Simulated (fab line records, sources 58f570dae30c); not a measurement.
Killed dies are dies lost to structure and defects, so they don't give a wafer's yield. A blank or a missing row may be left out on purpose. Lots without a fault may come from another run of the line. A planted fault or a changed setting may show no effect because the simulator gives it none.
Which tool did it? | flow berkeley_cmos170 | 14 lots, 42 wafers sampled, at 3 steps of a route of 331

WHAT THE GAUGES READ, wafer by wafer
UCB170_GATE_THK_MEAS_05.
lot  | measured     | on            | GATE_POLY_THK (nm)
L279 | day 6 04:51  | film_metro-01 | 211.9 215.3 211.6
L278 | day 6 04:52  | film_metro-02 | 215.0 214.8 215.1
L281 | day 6 23:11  | film_metro-02 | 213.8 213.6 213.2
L282 | day 6 23:11  | film_metro-03 | 214.6 216.2 214.2
L285 | day 7 17:40  | film_metro-02 | 212.4 213.0 211.4
L286 | day 8 02:57  | film_metro-03 | 212.7 213.4 212.4
L292 | day 9 05:29  | film_metro-01 | 211.8 213.6 215.8
L293 | day 9 15:28  | film_metro-02 | 219.9 218.7 219.6
L297 | day 9 20:26  | film_metro-02 | 211.4 211.4 211.3
L295 | day 9 20:29  | film_metro-02 | 209.5 212.6 214.2
L296 | day 9 20:33  | film_metro-02 | 208.8 208.4 209.3
L298 | day 10 20:52 | film_metro-03 | 212.7 212.2 214.0
L300 | day 10 20:52 | film_metro-02 | 213.2 212.3 211.3
L299 | day 10 20:55 | film_metro-03 | 209.7 211.5 209.2

UCB170_GATE_OVL_MEAS_13.
lot  | measured     | on         | GATE_OVL (nm)
L279 | day 6 06:08  | overlay-01 | 0 3 -9
L278 | day 6 05:53  | overlay-02 | -8 -2 -8
L281 | day 7 00:32  | overlay-02 | 4 0 -6
L282 | day 7 00:39  | overlay-01 | 8 1 4
L285 | day 7 18:47  | overlay-01 | 10 12 14
L286 | day 8 04:35  | overlay-01 | -4 3 -4
L292 | day 9 07:25  | overlay-01 | -3 -8 -4
L293 | day 9 17:07  | overlay-01 | 0 -2 -7
L297 | day 9 21:27  | overlay-01 | 5 1 9
L295 | day 9 21:41  | overlay-02 | -8 -7 -8
L296 | day 9 21:58  | overlay-01 | 6 1 2
L298 | day 10 22:13 | overlay-01 | -2 -4 -3
L300 | day 10 22:14 | overlay-02 | 1 -3 -6
L299 | day 10 22:29 | overlay-01 | 0 1 0

UCB170_PLDD_CD_MEAS_06: target cd 1200 nm.
lot  | measured     | on        | cd_nm (nm)
L279 | day 6 07:40  | cd_sem-02 | 1199.7 1198.9 1199.1
L278 | day 6 07:25  | cd_sem-02 | 1199.8 1198.4 1199.8
L281 | day 7 02:14  | cd_sem-02 | 1200.1 1199.5 1199.5
L282 | day 7 02:22  | cd_sem-02 | 1200.2 1200.2 1198.7
L285 | day 7 22:53  | cd_sem-02 | 1197.3 1200.0 1198.3
L286 | day 8 06:03  | cd_sem-01 | 1198.8 1200.0 1199.8
L292 | day 9 09:44  | cd_sem-01 | 1199.5 1200.1 1200.1
L293 | day 9 18:53  | cd_sem-02 | 1199.7 1200.8 1198.5
L297 | day 9 22:52  | cd_sem-01 | 1199.2 1199.4 1200.5
L295 | day 9 23:11  | cd_sem-01 | 1203.3 1201.3 1201.4
L296 | day 9 23:20  | cd_sem-02 | 1198.6 1200.2 1198.9
L298 | day 10 23:44 | cd_sem-02 | 1198.8 1200.8 1201.2
L300 | day 10 23:56 | cd_sem-02 | 1197.6 1197.7 1196.7
L299 | day 11 00:11 | cd_sem-02 | 1200.7 1200.1 1200.3

WHICH TOOL RAN EACH LOT (tool, then ch and the chambers of the sampled wafers, then the start)
The record holds no process step before these readings.

WHAT THE TOOLS THEMSELVES READ (means of the sampled wafers that have a number; where no wafer has one, the mark that the record gives instead)
The record holds no such reading with a usual standard deviation.

THE ANSWER, worked out from the rows above alone
Rule: what is usual is taken from the lots themselves. Put in order of their means at a reading, lots are off if they are a third of the lots or fewer, leave a main group of 4 or more, and stand apart from it by a gap of 3 or more times the standard deviation of the main group's means; of several such gaps the widest counts. A main group whose means are all the same, to the digits that the tables above print for the reading, isn't used. A lot without any number at a reading at which 4 lots or more have one is off too. The other lots that the step has rows for count as sound. The gauges are gone through in route order, then the tools' own readings, and for those a lot's mean is taken as printed above. The first step at which some lot is off is used, and at that step the reading that is off furthest; a lot without a number counts as furthest.
No lot is off at any reading shown: from this, nothing can be told.

WHAT THE SIMULATOR HAD PUT IN
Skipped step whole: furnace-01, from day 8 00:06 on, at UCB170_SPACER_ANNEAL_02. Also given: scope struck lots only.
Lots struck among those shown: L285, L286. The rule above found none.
